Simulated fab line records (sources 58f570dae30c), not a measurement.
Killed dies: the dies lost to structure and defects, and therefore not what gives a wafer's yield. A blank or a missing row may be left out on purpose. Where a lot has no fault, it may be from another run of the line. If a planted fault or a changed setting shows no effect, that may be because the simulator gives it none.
Which tool is to blame? :: flow berkeley_cmos170 :: 42 wafers from 14 lots sampled at 6 of the route's 331 steps

WHAT THE GAUGES READ, wafer by wafer
UCB170_SILICIDE_RS_MEAS_02: measures by four-point-probe. Usual: SILICIDE_TI_RS typically reads 25.9 ohm/sq, with standard deviation 0.38.
lot: L983
measured: day 6 23:37
on: film_metro-02
SILICIDE_TI_RS (ohm/sq): 26.0 26.8 26.6
flag: 

lot: L982
measured: day 6 23:44
on: film_metro-03
SILICIDE_TI_RS (ohm/sq): 26.1 25.8 25.9
flag: 

lot: L981
measured: day 7 00:03
on: film_metro-02
SILICIDE_TI_RS (ohm/sq): 26.1 26.0 26.1
flag: 

lot: L985
measured: day 7 13:35
on: film_metro-04
SILICIDE_TI_RS (ohm/sq): 25.6 25.5 25.7
flag: 

lot: L984
measured: day 8 00:45
on: film_metro-03
SILICIDE_TI_RS (ohm/sq): 25.7 25.4 25.8
flag: 

lot: L987
measured: day 8 01:23
on: film_metro-02
SILICIDE_TI_RS (ohm/sq): 25.4 25.8 26.0
flag: 

lot: L988
measured: day 8 01:28
on: film_metro-03
SILICIDE_TI_RS (ohm/sq): 25.4 25.7 25.4
flag: 

lot: L990
measured: day 9 03:10
on: film_metro-02
SILICIDE_TI_RS (ohm/sq): 25.7 25.9 26.0
flag: 

lot: L993
measured: day 9 08:52
on: film_metro-04
SILICIDE_TI_RS (ohm/sq): 25.7 25.7 25.7
flag: 

lot: L992
measured: day 9 09:41
on: film_metro-02
SILICIDE_TI_RS (ohm/sq): 26.3 25.8 26.0
flag: 

lot: L994
measured: day 9 20:16
on: film_metro-03
SILICIDE_TI_RS (ohm/sq): 25.8 25.6 25.8
flag: 

lot: L101
measured: day 10 17:07
on: film_metro-03
SILICIDE_TI_RS (ohm/sq): 25.8 25.6 25.7
flag: 

lot: L103
measured: day 11 14:35
on: film_metro-03
SILICIDE_TI_RS (ohm/sq): 26.2 26.1 26.4
flag: 

lot: L104
measured: day 11 19:49
on: film_metro-04
SILICIDE_TI_RS (ohm/sq): 25.7 25.9 25.6
flag: 

UCB170_CONTACT_THK_MEAS_02. Usual: CONTACT_PSG_THK typically reads 698 nm, with standard deviation 5.2.
lot: L983
measured: day 7 02:44
on: film_metro-02
CONTACT_PSG_THK (nm): 701 700 705
flag: 

lot: L982
measured: day 7 01:58
on: film_metro-01
CONTACT_PSG_THK (nm): 692 694 695
flag: 

lot: L981
measured: day 7 03:46
on: film_metro-01
CONTACT_PSG_THK (nm): 693 706 700
flag: 

lot: L985
measured: day 7 15:56
on: film_metro-04
CONTACT_PSG_THK (nm): 697 698 697
flag: 

lot: L984
measured: day 8 03:03
on: film_metro-01
CONTACT_PSG_THK (nm): 689 691 699
flag: 

lot: L987
measured: day 8 03:38
on: film_metro-01
CONTACT_PSG_THK (nm): 698 703 703
flag: 

lot: L988
measured: day 8 04:50
on: film_metro-02
CONTACT_PSG_THK (nm): 699 698 703
flag: 

lot: L990
measured: day 9 07:49
on: film_metro-01
CONTACT_PSG_THK (nm): 705 711 701
flag: 

lot: L993
measured: day 9 13:16
on: film_metro-01
CONTACT_PSG_THK (nm): 695 693 700
flag: 

lot: L992
measured: day 9 13:16
on: film_metro-04
CONTACT_PSG_THK (nm): 698 696 702
flag: 

lot: L994
measured: day 9 23:34
on: film_metro-01
CONTACT_PSG_THK (nm): 691 695 695
flag: 

lot: L101
measured: day 10 20:57
on: film_metro-02
CONTACT_PSG_THK (nm): 705 697 699
flag: 

lot: L103
measured: day 11 18:14
on: film_metro-02
CONTACT_PSG_THK (nm): 700 703 698
flag: 

lot: L104
measured: day 11 22:03
on: film_metro-02
CONTACT_PSG_THK (nm): 707 704 706
flag: 

UCB170_M1_CD_MEAS_09 targets a cd of 700 nm. Usual: cd_nm at 700.1 nm, with a standard deviation of 1.2.
lot: L983
measured: day 7 06:34
on: cd_sem-02
cd_nm (nm): 699.6 700.3 699.4
flag: 

lot: L982
measured: day 7 05:35
on: cd_sem-01
cd_nm (nm): 699.9 699.8 699.7
flag: 

lot: L981
measured: day 7 07:52
on: cd_sem-01
cd_nm (nm): 699.2 701.0 699.2
flag: 

lot: L985
measured: day 7 20:07
on: cd_sem-02
cd_nm (nm): 699.7 699.1 699.4
flag: 

lot: L984
measured: day 8 06:47
on: cd_sem-02
cd_nm (nm): 700.2 699.5 699.7
flag: 

lot: L987
measured: day 8 07:47
on: cd_sem-01
cd_nm (nm): 698.2 698.3 698.3
flag: 

lot: L988
measured: day 8 08:56
on: cd_sem-02
cd_nm (nm): 700.4 700.5 699.7
flag: 

lot: L990
measured: day 9 12:15
on: cd_sem-01
cd_nm (nm): 700.6 701.7 702.0
flag: 

lot: L993
measured: day 9 17:56
on: cd_sem-02
cd_nm (nm): 700.3 699.6 700.5
flag: 

lot: L992
measured: day 9 17:40
on: cd_sem-01
cd_nm (nm): 700.0 700.8 701.6
flag: 

lot: L994
measured: day 10 05:37
on: cd_sem-01
cd_nm (nm): 697.9 697.7 698.6
flag: 

lot: L101
measured: day 11 00:37
on: cd_sem-02
cd_nm (nm): 699.3 700.0 699.8
flag: 

lot: L103
measured: day 11 22:30
on: cd_sem-02
cd_nm (nm): 702.6 702.5 704.0
flag: 

lot: L104
measured: day 12 02:20
on: cd_sem-01
cd_nm (nm): 701.3 700.9 700.6
flag: 

UCB170_M1_CD_MEAS_90 targets a cd of 700 nm. Usual: cd_nm at 700.2 nm, with a standard deviation of 2.1.
lot: L983
measured: day 7 07:00
on: cd_sem-01
cd_nm (nm): 697.1 701.3 701.2
flag: 

lot: L982
measured: day 7 06:01
on: cd_sem-01
cd_nm (nm): 697.8 699.5 699.8
flag: 

lot: L981
measured: day 7 08:18
on: cd_sem-02
cd_nm (nm): 698.4 699.1 699.8
flag: 

lot: L985
measured: day 7 20:33
on: cd_sem-01
cd_nm (nm): 699.4 700.0 702.7
flag: 

lot: L984
measured: day 8 07:13
on: cd_sem-02
cd_nm (nm): 696.9 697.7 698.0
flag: 

lot: L987
measured: day 8 08:14
on: cd_sem-02
cd_nm (nm): 699.5 696.6 701.7
flag: 

lot: L988
measured: day 8 09:22
on: cd_sem-02
cd_nm (nm): 702.1 700.4 700.0
flag: 

lot: L990
measured: day 9 12:49
on: cd_sem-02
cd_nm (nm): 700.2 700.3 700.3
flag: 

lot: L993
measured: day 9 18:22
on: cd_sem-02
cd_nm (nm): 702.7 699.4 704.4
flag: 

lot: L992
measured: day 9 18:06
on: cd_sem-01
cd_nm (nm): 699.0 700.2 700.6
flag: 

lot: L994
measured: day 10 06:04
on: cd_sem-02
cd_nm (nm): 688.1 689.8 687.9
flag: OFF

lot: L101
measured: day 11 01:05
on: cd_sem-02
cd_nm (nm): 690.9 691.2 689.2
flag: OFF

lot: L103
measured: day 11 22:56
on: cd_sem-01
cd_nm (nm): 705.5 699.7 705.7
flag: 

lot: L104
measured: day 12 02:46
on: cd_sem-01
cd_nm (nm): 702.7 701.0 699.5
flag: 

WHICH TOOL RAN EACH LOT (tool, then ch and the chambers of the sampled wafers, then the start)
lot: L983
UCB170_M1_METAL_ETCH_12: rie_metal-02 ch 0,1, day 7 06:45
UCB170_M1_STRIP_13: plasma_asher-04 ch 0,1, day 7 06:53

lot: L982
UCB170_M1_METAL_ETCH_12: rie_metal-03 ch 0,1, day 7 05:47
UCB170_M1_STRIP_13: plasma_asher-02 ch 0,1, day 7 05:55

lot: L981
UCB170_M1_METAL_ETCH_12: rie_metal-01 ch 0,1, day 7 08:02
UCB170_M1_STRIP_13: plasma_asher-04 ch 0,1, day 7 08:11

lot: L985
UCB170_M1_METAL_ETCH_12: rie_metal-01 ch 0,1, day 7 20:19
UCB170_M1_STRIP_13: plasma_asher-04 ch 0,1, day 7 20:27

lot: L984
UCB170_M1_METAL_ETCH_12: rie_metal-03 ch 0,1, day 8 06:58
UCB170_M1_STRIP_13: plasma_asher-04 ch 0,1, day 8 07:06

lot: L987
UCB170_M1_METAL_ETCH_12: rie_metal-02 ch 0,1, day 8 07:59
UCB170_M1_STRIP_13: plasma_asher-02 ch 0,1, day 8 08:08

lot: L988
UCB170_M1_METAL_ETCH_12: rie_metal-01 ch 0, day 8 09:07
UCB170_M1_STRIP_13: plasma_asher-03 ch 0,1, day 8 09:15

lot: L990
UCB170_M1_METAL_ETCH_12: rie_metal-02 ch 0, day 9 12:30
UCB170_M1_STRIP_13: plasma_asher-03 ch 0,1, day 9 12:43

lot: L993
UCB170_M1_METAL_ETCH_12: rie_metal-03 ch 0,1, day 9 18:08
UCB170_M1_STRIP_13: plasma_asher-02 ch 0,1, day 9 18:16

lot: L992
UCB170_M1_METAL_ETCH_12: rie_metal-01 ch 0,1, day 9 17:52
UCB170_M1_STRIP_13: plasma_asher-03 ch 0,1, day 9 18:00

lot: L994
UCB170_M1_METAL_ETCH_12: rie_metal-03 ch 0,1, day 10 05:48
UCB170_M1_STRIP_13: plasma_asher-04 ch 0,1, day 10 05:56

lot: L101
UCB170_M1_METAL_ETCH_12: rie_metal-03 ch 0,1, day 11 00:49
UCB170_M1_STRIP_13: plasma_asher-03 ch 0,1, day 11 00:59

lot: L103
UCB170_M1_METAL_ETCH_12: rie_metal-01 ch 0,1, day 11 22:41
UCB170_M1_STRIP_13: plasma_asher-02 ch 0,1, day 11 22:49

lot: L104
UCB170_M1_METAL_ETCH_12: rie_metal-02 ch 0,1, day 12 02:32
UCB170_M1_STRIP_13: plasma_asher-02 ch 0,1, day 12 02:40
- UCB170_M1_METAL_ETCH_12: etches Al in Cl2/BCl3, stops on PSG, target depth 780 nm, time 130 s.
- UCB170_M1_STRIP_13: strips in O2.

AS READ BY THE TOOLS THEMSELVES (means over the sampled wafers that have a number; for cases with no such wafer, the mark the record gives instead)
UCB170_M1_METAL_ETCH_12. Usual: drypump_motor_current_A 5.7 A, standard deviation 0.48; he_backside_leak_sccm 3.3 sccm, standard deviation 0.32; oes_product_au 0.839 a.u., standard deviation 0.015; throttle_valve_pct 24.4 %, standard deviation 0.33.
lot: L983
tool: rie_metal-02
drypump_motor_current_A (A): 6.0
he_backside_leak_sccm (sccm): 3.2
oes_product_au (a.u.): 0.852
throttle_valve_pct (%): 24.3
flag: 

lot: L982
tool: rie_metal-03
drypump_motor_current_A (A): 5.5
he_backside_leak_sccm (sccm): 3.3
oes_product_au (a.u.): 0.844
throttle_valve_pct (%): 24.6
flag: 

lot: L981
tool: rie_metal-01
drypump_motor_current_A (A): 5.8
he_backside_leak_sccm (sccm): 3.4
oes_product_au (a.u.): 0.827
throttle_valve_pct (%): 24.5
flag: 

lot: L985
tool: rie_metal-01
drypump_motor_current_A (A): 5.8
he_backside_leak_sccm (sccm): 3.3
oes_product_au (a.u.): 0.833
throttle_valve_pct (%): 24.5
flag: 

lot: L984
tool: rie_metal-03
drypump_motor_current_A (A): 5.5
he_backside_leak_sccm (sccm): 3.5
oes_product_au (a.u.): 0.851
throttle_valve_pct (%): 24.6
flag: 

lot: L987
tool: rie_metal-02
drypump_motor_current_A (A): 6.0
he_backside_leak_sccm (sccm): 3.2
oes_product_au (a.u.): 0.853
throttle_valve_pct (%): 24.3
flag: 

lot: L988
tool: rie_metal-01
drypump_motor_current_A (A): 6.2
he_backside_leak_sccm (sccm): 3.3
oes_product_au (a.u.): 0.849
throttle_valve_pct (%): 24.7
flag: 

lot: L990
tool: rie_metal-02
drypump_motor_current_A (A): 5.4
he_backside_leak_sccm (sccm): 3.2
oes_product_au (a.u.): 0.834
throttle_valve_pct (%): 24.4
flag: 

lot: L993
tool: rie_metal-03
drypump_motor_current_A (A): 5.7
he_backside_leak_sccm (sccm): 3.4
oes_product_au (a.u.): 0.847
throttle_valve_pct (%): 24.3
flag: 

lot: L992
tool: rie_metal-01
drypump_motor_current_A (A): 5.4
he_backside_leak_sccm (sccm): 3.4
oes_product_au (a.u.): 0.821
throttle_valve_pct (%): 24.3
flag: 

lot: L994
tool: rie_metal-03
drypump_motor_current_A (A): 5.8
he_backside_leak_sccm (sccm): 3.3
oes_product_au (a.u.): 0.849
throttle_valve_pct (%): 24.3
flag: 

lot: L101
tool: rie_metal-03
drypump_motor_current_A (A): 5.8
he_backside_leak_sccm (sccm): 3.3
oes_product_au (a.u.): 0.850
throttle_valve_pct (%): 24.3
flag: 

lot: L103
tool: rie_metal-01
drypump_motor_current_A (A): 5.8
he_backside_leak_sccm (sccm): 3.4
oes_product_au (a.u.): 0.832
throttle_valve_pct (%): 24.5
flag: 

lot: L104
tool: rie_metal-02
drypump_motor_current_A (A): 6.0
he_backside_leak_sccm (sccm): 3.2
oes_product_au (a.u.): 0.836
throttle_valve_pct (%): 24.3
flag: 

UCB170_M1_STRIP_13. Usual: drypump_motor_current_A 5.9 A, standard deviation 0.34; oes_product_au 0.720 a.u., standard deviation 0.005.
lot: L983
tool: plasma_asher-04
drypump_motor_current_A (A): 6.3
oes_product_au (a.u.): 0.717
flag: 

lot: L982
tool: plasma_asher-02
drypump_motor_current_A (A): 5.8
oes_product_au (a.u.): 0.721
flag: 

lot: L981
tool: plasma_asher-04
drypump_motor_current_A (A): 5.9
oes_product_au (a.u.): 0.720
flag: 

lot: L985
tool: plasma_asher-04
drypump_motor_current_A (A): 5.8
oes_product_au (a.u.): 0.725
flag: 

lot: L984
tool: plasma_asher-04
drypump_motor_current_A (A): 5.9
oes_product_au (a.u.): 0.718
flag: 

lot: L987
tool: plasma_asher-02
drypump_motor_current_A (A): 5.8
oes_product_au (a.u.): 0.716
flag: 

lot: L988
tool: plasma_asher-03
drypump_motor_current_A (A): 6.1
oes_product_au (a.u.): 0.723
flag: 

lot: L990
tool: plasma_asher-03
drypump_motor_current_A (A): 6.0
oes_product_au (a.u.): 0.717
flag: 

lot: L993
tool: plasma_asher-02
drypump_motor_current_A (A): 5.7
oes_product_au (a.u.): 0.722
flag: 

lot: L992
tool: plasma_asher-03
drypump_motor_current_A (A): 6.1
oes_product_au (a.u.): 0.716
flag: 

lot: L994
tool: plasma_asher-04
drypump_motor_current_A (A): 6.2
oes_product_au (a.u.): 0.614
flag: OFF

lot: L101
tool: plasma_asher-03
drypump_motor_current_A (A): 6.1
oes_product_au (a.u.): 0.610
flag: OFF

lot: L103
tool: plasma_asher-02
drypump_motor_current_A (A): 5.7
oes_product_au (a.u.): 0.722
flag: 

lot: L104
tool: plasma_asher-02
drypump_motor_current_A (A): 5.8
oes_product_au (a.u.): 0.717
flag: 

THE ANSWER, worked out from the rows above alone
Rule: a lot counts as off when the mean over its wafers that have a number is more than 3 standard deviations away from the usual mean. Also off: a lot with no number at a reading for which 4 or more lots have one. All remaining lots with rows at the step are treated as sound. First the gauges in route order, then the tools' own readings, where a lot's mean is used as printed above. The first step at which some lot is off is used, and at that step the reading that is off furthest; a lot without a number counts as furthest.
Off: L994, L101 (UCB170_M1_CD_MEAS_90, cd_nm).
A tool fits if, at a process step before that reading, it ran every lot that is off, and no sound lot after the first of them. The gauges at UCB170_M1_CD_MEAS_90 aren't tried: what is off there is off at UCB170_M1_STRIP_13 too, on other tools, and a gauge's error can't cause that. One fits: UCB170_M1_METAL_ETCH_12 on rie_metal-03. A fault onset in the window from L993 (day 9 18:08, its last sound lot) to L994 (day 10 05:48, its first lot off) fits.

WHAT THE SIMULATOR PUT IN
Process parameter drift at UCB170_M1_METAL_ETCH_12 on rie_metal-03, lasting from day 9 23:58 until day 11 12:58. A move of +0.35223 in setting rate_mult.
Shown lots that were struck: L994, L101. The rule above reached the same finding.
